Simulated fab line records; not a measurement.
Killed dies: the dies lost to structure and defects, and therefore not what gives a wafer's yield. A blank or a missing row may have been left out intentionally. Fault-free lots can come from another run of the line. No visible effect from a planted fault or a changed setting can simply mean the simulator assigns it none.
A lot that was struck, set against a sound lot + flow ritCmos + 15 steps out of a route of 202
Sound: these wafers, L791.1, L791.3, L791.6. The struck wafers were L792.1, L792.2, L792.6. The cause comes at the end.
At each step with rows: each side's tool, then ch and its chambers, then its first start. Under that, the readings that differ: sound wafers + struck wafers + difference of the means + sigmas: that difference in standard deviations of wafers without a fault.
alike: same words and numbers on both sides, and readings whose means sit less than 2 such deviations apart. not compared: any withheld reading, any reading some wafer has no value for, any bound like >300 that may hide the same value, and any number with overlapping values for which the record gives no deviation.
Wherever a step has rows on one side only, a row that says differs or no value, or a row with sigmas, the two part there. Numbers that have no deviation but don't overlap get no sigmas and don't part them. A reading that every wafer of one side lacks parts them only if that side has two wafers or more.

first, 3 steps without rows for these wafers: RIT_SDANNEAL_CLEAN_00 (cleans in SC1, time 600 s); RIT_SDANNEAL_CLEAN_01 (cleans in dHF, time 30 s); RIT_SDANNEAL_CLEAN_02 (cleans in SC2, time 600 s).
RIT_SDANNEAL_RTA_03: time 5 s.
  sound on rtpAnneal-01 ch 0, day 6 00:27; struck on rtpAnneal-02 ch 0, day 6 02:17
  alike: chamberO2Ppm, wafer_temp_C_max
RIT_SDANNEAL_RS_MEAS_04: the measuring method here is four-point-probe.
  sound on filmMetro-01 at day 6 00:31; struck on filmMetro-01 at day 6 02:20
  alike: PSD_RS
RIT_SDANNEAL_RS_MEAS_05: the measuring method here is four-point-probe.
  sound on filmMetro-01 at day 6 00:38; struck on filmMetro-01 at day 6 02:28
| reading         | sound             | struck            | difference | sigmas |
|-----------------|-------------------|-------------------|------------|--------|
| NSD_RS (ohm/sq) | 84.67 84.61 84.96 | 85.23 85.40 85.40 | +0.60      | +2     |
RIT_SDANNEAL_RS_MEAS_06: the measuring method here is four-point-probe.
  sound on filmMetro-01 at day 6 00:45; struck on filmMetro-01 at day 6 02:35
  alike: PLDD_RS
RIT_SDANNEAL_RS_MEAS_07: the measuring method here is four-point-probe.
  sound on filmMetro-01 at day 6 00:52; struck on filmMetro-01 at day 6 02:42
  alike: NLDD_RS
then, 1 step without rows for these wafers: RIT_SILICIDE_WET_ETCH_00 (etches SiO2 in BOE, target depth 14 nm, time 15 s).
RIT_SILICIDE_SPUTTER_01: material Ti, target thk 30 nm, time 240 s.
  sound on pvdSputter-02 at day 6 01:00; struck on pvdSputter-01 at day 6 02:50
| reading              | sound          | struck         | difference | sigmas |
|----------------------|----------------|----------------|------------|--------|
| throttleValvePct (%) | 29.5 28.1 28.1 | 31.7 29.6 31.4 | +2.3       | +2     |
RIT_SILICIDE_RS_MEAS_02: the measuring method here is four-point-probe.
  sound on filmMetro-04 at day 6 01:10; struck on filmMetro-04 at day 6 02:59
  alike: SILICIDE_TI_RS
RIT_SILICIDE_THK_MEAS_03: measures by xrf.
  sound on filmMetro-04 at day 6 01:17; struck on filmMetro-04 at day 6 03:07
  alike: SILICIDE_TI_THK
RIT_SILICIDE_RTA_04: time 10 s, ramp up 5 s, ramp down 5 s.
  sound on rtpAnneal-02 ch 0, day 6 01:21; struck on rtpAnneal-01 ch 0, day 6 03:10
| reading          | sound             | struck               | difference | sigmas      |
|------------------|-------------------|----------------------|------------|-------------|
| chamberO2Ppm     | 2.005 1.988 1.975 | 1502.0 1502.0 1502.0 | +1500.0    | +99 or more |
| wafer_temp_C_max | 654.1 653.6 653.1 | 651.5 651.4 652.1    | -1.9       | -2          |
then, 2 steps without rows for these wafers: RIT_SILICIDE_WET_ETCH_05 (etches Ti in SPM, time 120 s); RIT_M1_PROBE_99.

== WHERE THEY PART ==
First at RIT_SDANNEAL_RS_MEAS_05; last, within this record, at RIT_SILICIDE_RTA_04.

WHY: the cause the simulator had injected
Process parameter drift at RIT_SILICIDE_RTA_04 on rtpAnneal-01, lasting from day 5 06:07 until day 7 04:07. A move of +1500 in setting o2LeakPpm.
